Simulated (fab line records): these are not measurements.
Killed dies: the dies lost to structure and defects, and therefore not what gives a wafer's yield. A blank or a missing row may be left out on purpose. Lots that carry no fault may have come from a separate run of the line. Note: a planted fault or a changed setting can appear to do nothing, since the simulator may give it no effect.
Split-lot trial	flow berkeley_cmos170	23 wafers read across 5 lots, on a route 331 steps long

## THE SPLIT ITSELF
At UCB170_CONTACT_COAT_10 (resist thk 900 nm), the setting resist_thk_nm was moved away from the recipe's 900 nm on 4 of the 23 wafers read, by -2.4% to -2.1%. All remaining wafers had this setting at the recipe value.

Reading taken at the split's own step.

## THE READING
KrF_of_CONTACT_COAT_10.thk_nm (the simulator's own value, which no gauge read), in nm, at UCB170_CONTACT_COAT_10 (resist thk 900 nm). There is no usual value for it anywhere in the file. The 19 wafers here that ran the recipe average 899.6 nm, standard deviation 3.5 nm.

wafer	tool, chamber at the split	resist_thk_nm as run, nm	against the recipe	KrF_of_CONTACT_COAT_10.thk_nm, nm	against lot-mates on the recipe
L074.1	litho_track-02, 0	900	recipe	900.1	-
L074.2	litho_track-02, 0	900	recipe	901.7	-
L074.4	litho_track-02, 0	900	recipe	898.2	-
L074.5	litho_track-02, 0	900	recipe	900.3	-
L074.6	litho_track-02, 0	900	recipe	896.6	-
L075.1	litho_track-04, 0	900	recipe	903	-
L075.2	litho_track-04, 0	900	recipe	904.2	-
L075.6	litho_track-04, 0	900	recipe	904.2	-
L075.4	litho_track-04, 0	900	recipe	907	-
L075.5	litho_track-04, 0	900	recipe	903.1	-
L076.1	litho_track-02, 0	900	recipe	895.8	-
L076.2	litho_track-02, 0	880.7	-2.1%	879.2	-15.7
L076.3	litho_track-02, 0	900	recipe	894.7	-
L076.4	litho_track-02, 0	880.7	-2.1%	878.9	-16.0
L076.6	litho_track-02, 0	900	recipe	894.2	-
L077.2	litho_track-01, 0	900	recipe	899.5	-
L077.4	litho_track-01, 0	900	recipe	897.6	-
L077.6	litho_track-01, 0	900	recipe	898.5	-
L078.2	litho_track-01, 0	878.4	-2.4%	875.2	-22.9
L078.3	litho_track-01, 0	900	recipe	900.6	-
L078.4	litho_track-01, 0	900	recipe	897.2	-
L078.5	litho_track-01, 0	900	recipe	896.4	-
L078.6	litho_track-01, 0	878.4	-2.4%	874	-24.1

THE FIT
A straight line over all 23 wafers: KrF_of_CONTACT_COAT_10.thk_nm changes by +10.1 nm for each +1% of resist_thk_nm; r = +0.94; the points scatter about the line by 3.3 nm.
The same after taking each lot's own level away (the mean of its wafers on the recipe; 23 wafers): +8.73 nm for each +1%; r = +0.97; scatter 1.8 nm.
That fit puts the effect of the largest move of resist_thk_nm on the reading at 21 nm.
The lots' own levels span 894.90 to 904.30 nm, that is 2.7 times the standard deviation above.
Thus the slope moves with the lot-to-lot level: the two fits are different.
Check: with one of the wafers moved furthest among these (-2.4%) left out of the fit, the line predicts -20.2 nm for it against its lot-mates. Against them it came out at -22.9 nm.

## FURTHER SPLITS ON THESE WAFERS
Before the reading, these wafers also passed through other splits. Each is held against what the fit with the lots' levels taken away leaves over:
other split on the same wafers	wafers away from the commonest value	r with KrF_of_CONTACT_COAT_10.thk_nm (lot level and that fit taken away)
UCB170_ZERO_COAT_01 spin_rpm	7	-0.03
UCB170_ZERO_DEVELOP_05 develop_time_s	7	+0.24
UCB170_ACTIVE_EXPOSE_10 dose_mj	9	+0.17
UCB170_SACOX_OXIDATION_01 temp_c	15	-0.14
UCB170_NVT_COAT_01 resist_thk_nm	6	-0.07
UCB170_NVT_IMPLANT_07 tilt_deg	8	+0.17
UCB170_PVT_IMPLANT_07 dose_cm2	9	-0.48
UCB170_PSD_PEB_04 peb_temp_c	9	+0.18
UCB170_BACKSIDE_STRIP_03 power_w	4	+0.04

## THE FILE'S OWN FIT
KrF_of_CONTACT_COAT_10.thk_nm changes by +8.7 nm for each +1% of resist_thk_nm, r = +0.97.
